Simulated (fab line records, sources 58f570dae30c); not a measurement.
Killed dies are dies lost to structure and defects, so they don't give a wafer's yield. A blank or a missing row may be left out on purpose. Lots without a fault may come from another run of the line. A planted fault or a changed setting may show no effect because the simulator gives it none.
fab line records | flow berkeley_cmos170 | part 2 of 2: steps 36 to 44 of 44
record lots=7 wafers=21 last_day=12
route steps=331 shown V1@260 M2@271 V2@292 M3@331
lots that met no fault: from a run of the same line without faults
start_h: hours from the record's first day to the start of the lot's first wafer shown | wait_h: hours since the lot's step before | " the same as in the row above | L1.1+2: a row that stands for several wafers | - no value, or no start given | * or withheld: withheld | < > ~ a bound
route shown NAME@n: a module of which the file shows steps, and the number in the route of the first | usual: mean/standard deviation of fault-free wafers | same: alike in all rows | chamber/n: place in a boat | sites: the reading at each site | _std_site: their standard deviation | _edge_site: outer sites' mean less inner sites' | radius_mm: how far each site lies from the wafer's centre | mask NAME#n: copy n | behind: the tool/chamber that last shaped the wafer | hold: why the lot was held/for how many hours/how that ended | device: the transistor (n, p or np) that didn't switch | end of line: the same wafers' tests at the end of the route | a step without rows: its recipe alone | killed: dies lost to structure and defects at the first sort, not the wafer's yield | map: a wafer's dies, x killed, . not, _ none there
set.NAME: the setting as run; set.NAME@STEP: as run at that earlier step | model.NAME: the simulator's own value behind a step, which no gauge read
lots at some steps of the route; a table a step, a row a wafer
services: from which hour (start_h, from the record's first day; less than 0 if before it) a tool's chamber was out of use, for how many hours, and why
## steps
# step UCB170_V2_BOW_MEAS_03
# recipe mode=bow
# usual V2_BOW=37/7.7
# columns lot.wafer tool chamber start_h wait_h V2_BOW[um]
L595.1 film_metro-03 - 202.00 0.2 33
L595.2 " - " " 35
L595.5 " - " " 41
L596.2 film_metro-03 - 202.68 0.2 52
L596.4 " - " " 33
L596.6 " - " " 39
L604.1 film_metro-03 - 249.22 0.1 25
L604.4 " - " " 38
L604.5 " - " " 32
L606.2 film_metro-03 - 250.41 0.1 38
L606.4 " - " " 29
L606.5 " - " " 17
L608.2 film_metro-03 - 264.70 0.2 32
L608.3 " - " " 34
L608.5 " - " " 47
L612.3 film_metro-03 - 277.58 0.3 39
L612.4 " - " " 40
L612.5 " - " " 42
L614.1 film_metro-01 - 286.23 0.1 43
L614.3 " - " " 34
L614.4 " - " " 36
# step UCB170_V2_THK_MEAS_04
# recipe reads=SiO2_of_V2_CVD_00
# usual V2_POLISHED_THK=1000.2/1
# columns lot.wafer tool chamber start_h wait_h V2_POLISHED_THK[nm]
L595.1 film_metro-03 - 202.12 0.1 999.6
L595.2 " - " " 999.8
L595.5 " - " " 1000.5
L596.2 film_metro-03 - 202.79 0.1 998.9
L596.4 " - " " 999.9
L596.6 " - " " 1000.1
L604.1 film_metro-03 - 249.34 0.1 1000.3
L604.4 " - " " 1001.1
L604.5 " - " " 1000.8
L606.2 film_metro-03 - 250.52 0.1 1000.2
L606.4 " - " " 999.5
L606.5 " - " " 999.9
L608.2 film_metro-03 - 264.81 0.1 999.0
L608.3 " - " " 998.9
L608.5 " - " " 998.8
L612.3 film_metro-03 - 277.68 0.1 1000.7
L612.4 " - " " 1000.8
L612.5 " - " " 999.8
L614.1 film_metro-01 - 286.35 0.1 998.9
L614.3 " - " " 999.0
L614.4 " - " " 997.9
# step UCB170_V2_CLEAN_05
# recipe chemistry=DIW
# step UCB170_V2_HMDS_06
# recipe prime_time_s=60 prime_temp_c=100
# step UCB170_V2_COAT_07
# recipe resist=KrF spin_rpm=1500 resist_thk_nm=900
# step UCB170_V2_SOFTBAKE_08
# recipe resist=KrF temp_c=130 time_s=60
# step UCB170_V2_EXPOSE_09
# recipe mask_id=VIA2 target_cd_nm=700 na=0.5 sigma_outer=0.6 source_shape=conventional dose_mj=37
# step UCB170_V2_ETCH_14
# recipe chemistry=CHF3/CF4/Ar target=SiO2 stop_on=Al CHF3_flow_sccm=45 cf4_flow_sccm=15 Ar_flow_sccm=150 pressure_mtorr=200 rf_w=700 target_depth_a=12500 over_etch_frac=0.25 time_s=291
# usual drypump_motor_current_A=5.9/0.49 oes_product_au=0.869/0.013 throttle_valve_pct=6.92/0.093
# columns lot.wafer tool chamber start_h wait_h drypump_motor_current_A oes_product_au rf_hours_counter_h throttle_valve_pct model.Al_of_M2_SPUTTER_01.thk_nm
L595.1 rie_diel-02 2 204.00 0.0 5.2 0.881 37 7.01 887.1
L595.2 " 1 " " 6.3 0.864 47 6.96 880.6
L595.5 " 0 " " 6.1 0.888 - 6.91 892.6
L596.2 rie_diel-02 2 204.62 0.0 5.2 0.879 37 7.00 898.9
L596.4 " 3 " " 5.6 0.847 20 7.08 891.8
L596.6 " 1 " " 6.3 0.857 - 6.98 897.1
L604.1 rie_diel-02 1 250.69 0.0 6.3 0.863 50 6.96 267
L604.4 " 2 " " 5.2 0.892 40 7.00 259.1
L604.5 " 3 " " 5.5 0.851 - 7.08 259.9
L606.2 rie_diel-03 3 253.12 0.0 6.3 0.862 6 6.94 251.7
L606.4 " 2 " " 5.7 0.873 21 6.78 250.7
L606.5 " 1 " " 6.4 0.868 - 6.85 247.6
L608.2 rie_diel-01 1 266.69 0.0 5.9 0.882 22 6.96 264.2
L608.3 " 2 " " 6.8 0.858 4 6.72 259.9
L608.5 " 0 " " 5.1 0.846 - 7.04 253.3
L612.3 rie_diel-02 3 279.02 0.0 5.5 0.859 23 7.07 907.9
L612.4 " 0 " " 6.2 0.894 70 6.90 910
L612.5 " 2 " " 5.2 0.884 - 7.00 910.6
L614.1 rie_diel-01 1 287.88 0.0 5.9 0.863 23 6.96 905.7
L614.3 " 0 " " 5.1 0.849 123 7.03 908.7
L614.4 " 2 " " 6.8 0.849 5 6.72 909.5
# step UCB170_M3_PROBE_99
# columns lot.wafer tool chamber start_h wait_h model.etest.antenna_m2.gate_log10_a_cm2 model.etest.antenna_m2.vt_shift_v
L595.1 prober-02 - 210.03 0.1 -7.99 -0.01667
L595.2 prober-02 - 210.08 0.1 -7.747 -0.01664
L595.5 prober-02 - 210.23 0.2 -8.104 -0.009582
L596.2 prober-01 - 210.68 0.1 -7.837 -0.01573
L596.4 prober-01 - 210.78 0.2 -8.03 -0.01289
L596.6 prober-01 - 210.88 0.2 -7.671 -0.01613
L604.1 prober-02 - 254.96 0.1 -6.611 -0.02711
L604.4 prober-02 - 255.11 0.2 -6.608 -0.03285
L604.5 prober-02 - 255.16 0.2 -6.75 -0.029
L606.2 prober-01 - 257.23 0.1 -6.898 -0.02977
L606.4 prober-01 - 257.33 0.2 -6.993 -0.02859
L606.5 prober-01 - 257.38 0.2 -7.383 -0.02792
L608.2 prober-02 - 269.76 0.1 -6.212 -0.02837
L608.3 prober-02 - 269.81 0.2 -6.475 -0.02789
L608.5 prober-02 - 269.91 0.2 -6.872 -0.02913
L612.3 prober-02 - 283.88 0.2 -7.595 -0.0152
L612.4 prober-02 - 283.93 0.2 -7.584 -0.01171
L612.5 prober-02 - 283.98 0.2 -7.708 -0.01011
L614.1 prober-02 - 291.70 0.1 -7.365 -0.01801
L614.3 prober-02 - 291.80 0.2 -6.985 -0.01637
L614.4 prober-02 - 291.85 0.2 -7.151 -0.01254
# killed by level:class
L595.1 PWELL:geometric_particle:short=1 WELLDRIVE:geometric_particle:open=1 SACOX:geometric_particle:open=1 SPACER:geometric_particle:open=1 V1:geometric_particle:short=1
L595.2 ACTIVE:area_etch=2 GATE:geometric_particle:short=1 GATE:geometric_particle:open=1 SILICIDE:geometric_particle:open=1
L596.2 WELLDRIVE:geometric_particle:short=1 SCREENOX:geometric_particle:open=1 V1:geometric_particle:open=1 M2:geometric_particle:short=1
L596.4 GATE:geometric_particle:short=2 SPACER:geometric_particle:open=1 SPACER:geometric_particle:short=1 SILICIDE:geometric_particle:open=1 M2:geometric_particle:short=1
L596.6 START:geometric_particle:short=1 GATE:geometric_particle:short=1 V1:geometric_particle:short=1 M2:geometric_particle:open=1
L612.3 FIELD:geometric_particle:short=1 SACOX:geometric_particle:short=1 SACOX:geometric_particle:open=1
L612.4 SACOX:geometric_particle:open=1 SILICIDE:geometric_particle:open=1 CONTACT:geometric_particle:short=1
L612.5 SACOX:geometric_particle:open=1 SACOX:geometric_particle:short=1 GATE:geometric_particle:short=1 SILICIDE:geometric_particle:short=1
L614.1 START:geometric_particle:open=1 NWELL:geometric_particle:short=1 ACTIVE:geometric_particle:open=1
L614.3 FIELD:geometric_particle:open=1 SCREENOX:geometric_particle:short=1 SILICIDE:geometric_particle:short=1
L614.4 GATE:geometric_particle:short=1 SILICIDE:geometric_particle:open=1 M2:geometric_particle:short=1
## services
# columns tool chamber start_h hours kind
pecvd-04 2 176.26 4.6 repair
rie_diel-03 1 179.15 15.9 repair
rie_diel-04 0 179.73 16.7 repair
pvd_sputter-01 - 181.79 1.0 repair
pvd_sputter-04 - 185.37 2.1 repair
rie_diel-04 3 195.17 5.8 repair
pvd_sputter-01 - 197.44 1.5 repair
rie_diel-04 2 200.18 10.8 repair
cmp-02 - 204.39 8.2 repair
pecvd-04 1 207.98 10.7 repair
pvd_sputter-04 - 211.21 1.9 repair
rie_diel-04 3 229.26 - clean
rie_diel-04 3 229.26 20.4 scheduled_down
rie_diel-04 3 229.26 20.4 vent_cycle
cmp-02 - 232.08 4.0 pm
plasma_asher-04 - 233.75 0.6 repair
cmp-02 - 236.08 - consumable_replace:conditioner
pecvd-04 - 242.50 14.0 pm
rie_diel-04 - 243.96 3.2 repair
plasma_asher-04 - 249.31 12.7 repair
pecvd-01 1 261.03 6.9 repair
rie_diel-03 2 267.16 10.2 repair
cmp-02 - 281.88 0.7 repair
rie_diel-02 - 282.56 4.3 pm
## key
first_sign step=UCB170_M2_RS_MEAS_02 reading=M2_AL_RS direction=up sigmas=99+ usual=0.0322 struck=0.1162
effect step=UCB170_M2_THK_MEAS_03 reading=M2_AL_THK direction=down sigmas=54 usual=919 struck=263
effect step=UCB170_M2_METAL_ETCH_18 reading=oes_product_au direction=down sigmas=21 usual=0.858 struck=0.517
model_effect step=UCB170_M2_SPUTTER_01 value=Al_of_M2_SPUTTER_01.thk_nm without=908.2 struck=257.1
model_effect step=UCB170_V2_ETCH_14 value=Al_of_M2_SPUTTER_01.thk_nm without=909.3 struck=258.2
model_effect step=UCB170_M3_PROBE_99 value=etest.antenna_m2.gate_log10_a_cm2 without=-7.381 struck=-6.756
met_at UCB170_M2_SPUTTER_01
struck_wafers L604.1,L604.4,L604.5,L606.2,L606.4,L606.5,L608.2,L608.3,L608.5
sort_left_out L604.1,L604.4,L604.5,L606.2,L606.4,L606.5,L608.2,L608.3,L608.5
onset_between 197.18 245.68
fault kind=process_parameter_drift tool=pvd_sputter-04 chamber=- onset_h=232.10 steps=UCB170_M2_SPUTTER_01 channel=time_s offset=* shape=step end_h=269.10 acts_in=* stated=*
# sort_left_out: the simulated sort isn't trusted on such a fault, so these wafers' sort isn't shown, and their yield isn't known
